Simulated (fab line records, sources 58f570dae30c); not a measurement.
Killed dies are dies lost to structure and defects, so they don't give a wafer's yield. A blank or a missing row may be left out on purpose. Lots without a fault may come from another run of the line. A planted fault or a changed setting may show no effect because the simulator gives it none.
Tool commonality check | flow berkeley_cmos170 | 14 lots, 42 wafers sampled

WHY IT WAS OPENED
At UCB170_NLDD_TW_MEAS_11 the reading NLDD_TW is flagged on 2 of 14 lots. Wafers without a fault read 2206, standard deviation 15.
Rule: a lot is flagged when every wafer of it that has a number lies more than 4 standard deviations from that mean, or none has a number. The other lots count as sound.

lot  | measured     | on            | NLDD_TW, wafer by wafer | flag
L610 | day 7 07:36  | film_metro-01 | 2193 2208 2200          |
L613 | day 8 13:50  | film_metro-01 | 2197 2185 2189          |
L612 | day 8 14:34  | film_metro-01 | 2185 2205 2185          |
L615 | day 8 22:47  | film_metro-01 | 2194 2197 2198          |
L616 | day 8 23:35  | film_metro-01 | 2193 2197 2191          |
L614 | day 8 23:45  | film_metro-01 | 2181 2190 2201          |
L618 | day 9 14:23  | film_metro-02 | 2233 2228 2232          |
L617 | day 9 14:38  | film_metro-04 | 2216 2200 2215          |
L622 | day 10 00:50 | film_metro-01 | 2189 2186 2191          |
L625 | day 10 23:56 | film_metro-01 | 2092 2100 2090          | FLAGGED
L626 | day 11 08:47 | film_metro-02 | 2120 2120 2119          | FLAGGED
L629 | day 11 15:22 | film_metro-04 | 2220 2224 2218          |
L628 | day 11 15:38 | film_metro-02 | 2218 2210 2220          |
L631 | day 12 06:25 | film_metro-01 | 2203 2204 2217          |
The numbers of the flagged lots are 2107 on average: -99 against the usual, or -7 standard deviations.

WHICH TOOL RAN EACH LOT
The record holds 1 process step before the reading, out of a route of 331 steps. In each cell: the tool, then ch and the chambers that the sampled wafers went through, then the start.
lot  | flag    | UCB170_NLDD_IMPLANT_08
L610 |         | implanter-02 ch 0, day 7 07:13
L613 |         | implanter-01 ch 0, day 8 13:26
L612 |         | implanter-01 ch 0, day 8 14:11
L615 |         | implanter-01 ch 0, day 8 22:24
L616 |         | implanter-01 ch 0, day 8 23:13
L614 |         | implanter-04 ch 0, day 8 23:22
L618 |         | implanter-04 ch 0, day 9 13:59
L617 |         | implanter-02 ch 0, day 9 14:16
L622 |         | implanter-04 ch 0, day 10 00:26
L625 | FLAGGED | implanter-02 ch 0, day 10 23:32
L626 | FLAGGED | implanter-02 ch 0, day 11 08:23
L629 |         | implanter-04 ch 0, day 11 14:58
L628 |         | implanter-01 ch 0, day 11 15:15
L631 |         | implanter-04 ch 0, day 12 06:01
What these steps do:
- UCB170_NLDD_IMPLANT_08
- UCB170_NLDD_TW_MEAS_11

FLAGGED OVER TOTAL, TOOL BY TOOL (the gauges that took the reading come last)
step                   | tool          | lots run | flagged | share of the flagged lots | sound lots run after its first flagged lot
UCB170_NLDD_IMPLANT_08 | implanter-01  | 5        | 0       | none                      | -
UCB170_NLDD_IMPLANT_08 | implanter-02  | 4        | 2       | all                       | 0
UCB170_NLDD_IMPLANT_08 | implanter-04  | 5        | 0       | none                      | -
UCB170_NLDD_TW_MEAS_11 | film_metro-01 | 9        | 1       | some                      | 1 (L631)
UCB170_NLDD_TW_MEAS_11 | film_metro-02 | 3        | 1       | some                      | 1 (L628)
UCB170_NLDD_TW_MEAS_11 | film_metro-04 | 2        | 0       | none                      | -

WHAT THE TABLE ALLOWS
1 row of the table ran every flagged lot: implanter-02 at UCB170_NLDD_IMPLANT_08.
- implanter-02 at UCB170_NLDD_IMPLANT_08: 2 of its 4 lots flagged. Its last sound lot is L617 (day 9 14:16), its first flagged lot L625 (day 10 23:32): a fault that began between those two fits. Its own readings lie more than 4 standard deviations out on every wafer of the flagged lots: tilt_deg.
One tool is left: implanter-02 at UCB170_NLDD_IMPLANT_08.

WHAT THE SIMULATOR HAD PUT IN
Process parameter drift: implanter-02, from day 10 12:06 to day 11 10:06, at UCB170_NLDD_IMPLANT_08. Setting tilt_deg, moved by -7, from 7. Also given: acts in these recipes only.
Lots struck among those shown: L625, L626. The rule above found the same.
